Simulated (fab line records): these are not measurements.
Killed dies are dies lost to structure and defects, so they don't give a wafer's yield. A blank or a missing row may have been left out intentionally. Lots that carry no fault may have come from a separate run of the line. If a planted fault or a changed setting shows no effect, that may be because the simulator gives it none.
Tool commonality check ; flow berkeleyCmos170 ; 14 lots and 42 wafers in the sample

REASON IT WAS OPENED
At UCB170_M2_OVL_MEAS_16 the reading M2_OVL is flagged on 2 of 14 lots. Fault-free wafers read -2 nm, with a standard deviation of 4.7.
Rule: flag the lot when none of its wafers has a number, or when each of its wafers that has one lies beyond 4 standard deviations from that mean. The rest of the lots are taken to be sound.

lot;measured;on;M2_OVL (nm), wafer by wafer;flag
L911;day 7 18:37;overlay-01;3 0 1;
L912;day 8 11:50;overlay-01;-2 -5 3;
L916;day 8 21:31;overlay-02;0 -1 -4;
L914;day 8 21:35;overlay-01;-3 -9 -1;
L920;day 9 20:28;overlay-01;3 -5 7;
L921;day 9 20:50;overlay-01;0 5 1;
L919;day 9 21:07;overlay-02;-6 -16 -6;
L922;day 10 09:52;overlay-02;0 -1 7;
L925;day 10 22:11;overlay-01;-2 -2 -3;
L926;day 11 02:45;overlay-02;-6 4 1;
L927;day 11 03:02;overlay-01;121 124 120;FLAGGED
L930;day 12 03:52;overlay-02;0 -2 -7;
L929;day 12 14:07;overlay-01;118 125 128;FLAGGED
L933;day 12 14:20;overlay-01;3 6 2;
The numbers of the flagged lots are 123 nm on average: +125 nm against the usual, or +27 standard deviations.

TOOL THAT RAN EACH LOT
The record holds 1 process step before the reading, out of a route of 331 steps. Cell contents, in order: the tool; ch with the chambers the sampled wafers went through; the start.
lot;flag;UCB170_M2_EXPOSE_12
L911;;krfScanner-01 ch 0, day 7 18:08
L912;;krfScanner-01 ch 0, day 8 11:19
L916;;krfScanner-01 ch 0, day 8 20:23
L914;;krfScanner-02 ch 0, day 8 20:37
L920;;krfScanner-02 ch 0, day 9 19:58
L921;;krfScanner-01 ch 0, day 9 20:20
L919;;krfScanner-02 ch 0, day 9 20:37
L922;;krfScanner-01 ch 0, day 10 09:22
L925;;krfScanner-01 ch 0, day 10 21:28
L926;;krfScanner-02 ch 0, day 11 02:02
L927;FLAGGED;krfScanner-01 ch 0, day 11 02:19
L930;;krfScanner-02 ch 0, day 12 02:58
L929;FLAGGED;krfScanner-01 ch 0, day 12 13:38
L933;;krfScanner-02 ch 0, day 12 13:50
These steps, and what they do:
- UCB170_M2_EXPOSE_12: exposes mask METAL2, target cd 700 nm.
- UCB170_M2_OVL_MEAS_16

FLAGGED AGAINST TOTAL, ONE TOOL AT A TIME (gauges that did the reading follow at the end)
step;tool;lots run;flagged;share of the flagged lots;sound lots run after its first flagged lot
UCB170_M2_EXPOSE_12;krfScanner-01;8;2;all;0
UCB170_M2_EXPOSE_12;krfScanner-02;6;0;none;-
UCB170_M2_OVL_MEAS_16;overlay-01;9;2;all;1 (L933)
UCB170_M2_OVL_MEAS_16;overlay-02;5;0;none;-

WHAT THE TABLE ALLOWS
In 2 table rows, all flagged lots were run: krfScanner-01 (UCB170_M2_EXPOSE_12), overlay-01 (UCB170_M2_OVL_MEAS_16).
- krfScanner-01 at UCB170_M2_EXPOSE_12: 2 of its 8 lots flagged. A fault beginning between L925 (day 10 21:28), its last sound lot, and L927 (day 11 02:19), its first flagged one, fits the data.
- overlay-01 at UCB170_M2_OVL_MEAS_16: 2 of its 9 lots flagged. Sound lots followed the first flagged one (L933) on it, something a lasting fault affecting the whole tool could not allow.
One tool is left: krfScanner-01 at UCB170_M2_EXPOSE_12.

WHAT WAS PUT IN BY THE SIMULATOR
Scanner matching overlay: krfScanner-01, from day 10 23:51 on, at UCB170_M2_EXPOSE_12. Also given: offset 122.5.
Shown lots that were struck: L927, L929. The rule above found the same.
